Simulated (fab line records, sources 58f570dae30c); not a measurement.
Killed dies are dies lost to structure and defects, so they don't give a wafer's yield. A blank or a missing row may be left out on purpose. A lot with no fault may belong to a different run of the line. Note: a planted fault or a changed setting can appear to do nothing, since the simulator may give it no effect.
Which tool was responsible?    flow berkeley-cmos170    42 wafers from 14 lots sampled at 2 of the route's 331 steps

## WHAT EACH GAUGE READ, for each wafer
UCB170_PVT_TW_MEAS_09.
lot   measured      on             PVT_TW
L662  day 7 02:51   film-metro-01  505 504 504
L664  day 7 03:05   film-metro-02  512 511 510
L663  day 7 03:20   film-metro-01  509 506 503
L665  day 7 03:34   film-metro-03  500 504 503
L666  day 7 18:04   film-metro-01  508 505 506
L667  day 7 18:11   film-metro-02  513 510 510
L668  day 8 04:06   film-metro-03  505 505 508
L670  day 8 13:39   film-metro-01  502 501 500
L669  day 8 13:49   film-metro-03  507 506 503
L675  day 9 13:11   film-metro-01  480 478 478
L678  day 10 15:44  film-metro-03  477 482 481
L679  day 11 02:28  film-metro-03  503 505 504
L685  day 11 14:10  film-metro-03  505 505 505
L681  day 11 14:37  film-metro-03  505 504 504

## EACH LOT AND THE TOOL THAT RAN IT (in order: tool; ch and the chambers of the sampled wafers; start)
lot   UCB170_PVT_IMPLANT_07
L662  implanter-01 ch 0, day 7 02:37
L664  implanter-03 ch 0, day 7 02:52
L663  implanter-02 ch 0, day 7 03:06
L665  implanter-01 ch 0, day 7 03:19
L666  implanter-02 ch 0, day 7 17:49
L667  implanter-03 ch 0, day 7 17:56
L668  implanter-01 ch 0, day 8 03:51
L670  implanter-02 ch 0, day 8 13:24
L669  implanter-02 ch 0, day 8 13:35
L675  implanter-01 ch 0, day 9 12:56
L678  implanter-01 ch 0, day 10 15:30
L679  implanter-02 ch 0, day 11 02:13
L685  implanter-03 ch 0, day 11 13:55
L681  implanter-02 ch 0, day 11 14:23
- UCB170_PVT_IMPLANT_07

## AS READ BY THE TOOLS THEMSELVES (means over the sampled wafers that have a number; for cases with no such wafer, the mark the record gives instead)
UCB170_PVT_IMPLANT_07.
lot   tool          beam-energy-keV  tilt-deg (degrees)
L662  implanter-01  30.006           6.965
L664  implanter-03  29.993           7.012
L663  implanter-02  30.004           7.021
L665  implanter-01  29.998           6.994
L666  implanter-02  30.008           7.002
L667  implanter-03  30.001           6.959
L668  implanter-01  30.005           6.980
L670  implanter-02  29.996           6.985
L669  implanter-02  30.001           7.028
L675  implanter-01  24.596           6.988
L678  implanter-01  24.598           7.015
L679  implanter-02  30.005           6.991
L685  implanter-03  29.998           7.018
L681  implanter-02  29.998           6.988

## THE ANSWER, worked out from the rows above alone
Rule: the usual values come from the lots themselves. Put in order of their means at a reading, lots are off if they are a third of the lots or fewer, leave a main group of 4 or more, and stand apart from it by a gap of 3 or more times the standard deviation of the main group's means; of several such gaps the widest counts. A main group is skipped when, at the precision printed for the reading in the tables above, its means are all equal. Also off: a lot with no number at a reading for which 4 or more lots have one. Where the step has rows for the other lots, those lots are counted as sound. First the gauges in route order, then the tools' own readings, where a lot's mean is used as printed above. At the first step where some lot is off, the reading lying furthest off is the one used; lots without a number count as furthest.
Off: L675, L678, seen at UCB170_PVT_TW_MEAS_09 (PVT_TW). The main group: mean 506, standard deviation 2.8.
If a tool, at a process step before that reading, ran all the lots that are off and no sound lot after the first of them, it fits. Not tried: the gauges at UCB170_PVT_TW_MEAS_09; whatever is off there is also off at UCB170_PVT_IMPLANT_07, on other tools, and gauge error can't account for it. One fits: implanter-01 at UCB170_PVT_IMPLANT_07. Its last sound lot is L668 (day 8 03:51), its first lot that is off L675 (day 9 12:56): a fault that began between those two fits.
The tool's own readings at UCB170_PVT_IMPLANT_07 bear it out: on the lots that are off they differ by more than 5 times the standard deviation of the sound lots' means. beam-energy-keV reads 24.597 there against 30.001 on the sound lots.

## WHAT THE SIMULATOR HAD INSERTED
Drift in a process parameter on implanter-01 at UCB170_PVT_IMPLANT_07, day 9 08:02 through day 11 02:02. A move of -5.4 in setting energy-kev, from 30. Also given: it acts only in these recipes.
Shown lots that were struck: L675, L678. The rule above reached the same finding.
